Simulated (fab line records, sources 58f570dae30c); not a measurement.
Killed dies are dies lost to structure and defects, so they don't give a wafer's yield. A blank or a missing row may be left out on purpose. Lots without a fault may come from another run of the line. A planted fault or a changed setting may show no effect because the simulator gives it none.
Split-lot experiment | flow berkeley_cmos170 | 5 lots, 23 wafers read, on a route of 331 steps

THE SPLIT
At UCB170_V1_ETCH_14 (etches SiO2 in CHF3/CF4/Ar, stops on Al, target depth 1250 nm, time 291 s), the setting rf_w was moved away from the recipe's 700 W on 6 of the 23 wafers read, by -7.7% to -6.2%. The other wafers ran this setting at the recipe's value.

The reading is taken at the split's own step.

THE READING
KrF_of_V1_COAT_07.thk_nm (the simulator's own value, which no gauge read), in nm, at UCB170_V1_ETCH_14 (etches SiO2 in CHF3/CF4/Ar, stops on Al, target depth 1250 nm, time 291 s). The file gives no usual value for it. The 17 wafers here that ran the recipe average 609.1 nm, standard deviation 5 nm.

wafer  | tool, chamber at the split | rf_w as run, W | against the recipe | KrF_of_V1_COAT_07.thk_nm, nm | against lot-mates on the recipe
L074.1 | rie_diel-03, 1             | 700            | recipe             | 607.2                        | -
L074.2 | rie_diel-03, 2             | 645.9          | -7.7%              | 618.7                        | +11.4
L074.3 | rie_diel-03, 3             | 700            | recipe             | 607.4                        | -
L074.4 | rie_diel-03, 3             | 645.9          | -7.7%              | 621.5                        | +14.2
L074.6 | rie_diel-03, 2             | 645.9          | -7.7%              | 620.4                        | +13.1
L076.1 | rie_diel-03, 1             | 656.8          | -6.2%              | 620.2                        | +16.2
L076.3 | rie_diel-03, 2             | 656.8          | -6.2%              | 615.6                        | +11.6
L076.4 | rie_diel-03, 1             | 700            | recipe             | 605.1                        | -
L076.5 | rie_diel-03, 0             | 656.8          | -6.2%              | 623.7                        | +19.7
L076.6 | rie_diel-03, 2             | 700            | recipe             | 603                          | -
L082.1 | rie_diel-03, 2             | 700            | recipe             | 604.3                        | -
L082.3 | rie_diel-03, 1             | 700            | recipe             | 604.9                        | -
L082.4 | rie_diel-03, 0             | 700            | recipe             | 608.7                        | -
L084.1 | rie_diel-02, 1             | 700            | recipe             | 618.5                        | -
L084.2 | rie_diel-02, 3             | 700            | recipe             | 613.6                        | -
L084.3 | rie_diel-02, 0             | 700            | recipe             | 617                          | -
L084.4 | rie_diel-02, 2             | 700            | recipe             | 614.7                        | -
L084.5 | rie_diel-02, 0             | 700            | recipe             | 617.4                        | -
L083.1 | rie_diel-02, 1             | 700            | recipe             | 608                          | -
L083.2 | rie_diel-02, 3             | 700            | recipe             | 608.7                        | -
L083.4 | rie_diel-02, 0             | 700            | recipe             | 604.8                        | -
L083.5 | rie_diel-02, 2             | 700            | recipe             | 608.2                        | -
L083.6 | rie_diel-02, 3             | 700            | recipe             | 603.3                        | -

THE FIT
A straight line over all 23 wafers: KrF_of_V1_COAT_07.thk_nm changes by -1.55 nm for each +1% of rf_w; r = -0.73; the points scatter about the line by 4.7 nm.
The same after taking each lot's own level away (the mean of its wafers on the recipe; 23 wafers): -2 nm for each +1%; r = -0.93; scatter 2.6 nm.
On that fit, the largest move of rf_w shifts the reading by 15 nm.
The lots' own levels span 604.05 to 616.24 nm, that is 2.4 times the standard deviation above.
So the lot-to-lot level blurs the effect unless lot-mates are compared.
Check: with one of the wafers moved furthest among these (-7.7%) left out of the fit, the line predicts +16.6 nm for it against its lot-mates. It came out at +11.4 nm against them.

OTHER SPLITS ON THESE WAFERS
These wafers also went through other splits before the reading. Each is held against what the fit with the lots' levels taken away leaves over:
other split on the same wafers    | wafers away from the commonest value | r with KrF_of_V1_COAT_07.thk_nm (lot level and that fit taken away)
UCB170_NLDD_EXPOSE_03 dose_mj     | 5                                    | +0.26
UCB170_SPACER_CVD_00 time_s       | 11                                   | -0.19
UCB170_PSD_PEB_04 peb_temp_c      | 9                                    | +0.31
UCB170_NSD_COAT_01 resist_thk_nm  | 6                                    | -0.13
UCB170_SILICIDE_SPUTTER_01 time_s | 8                                    | +0.10
UCB170_CONTACT_ETCH_18 time_s     | 10                                   | +0.01

THE WHOLE CHAIN: every reading that the file lists as answering this split, in the file's order
step               | what it does                                                              | reading                                                                   | change (the file's fit)              | r (the file's)
UCB170_V1_ETCH_14  | etches SiO2 in CHF3/CF4/Ar, stops on Al, target depth 1250 nm, time 291 s | KrF_of_V1_COAT_07.thk_nm (the simulator's own value, which no gauge read) | -2.01 nm for each +1% of the setting | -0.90
UCB170_V1_STRIP_15 | strips in O2                                                              | strip_time_to_endpoint_s                                                  | withheld for each +1% of the setting | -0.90

THE FILE'S OWN FIT
KrF_of_V1_COAT_07.thk_nm changes by -2.01 nm for each +1% of rf_w, r = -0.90.
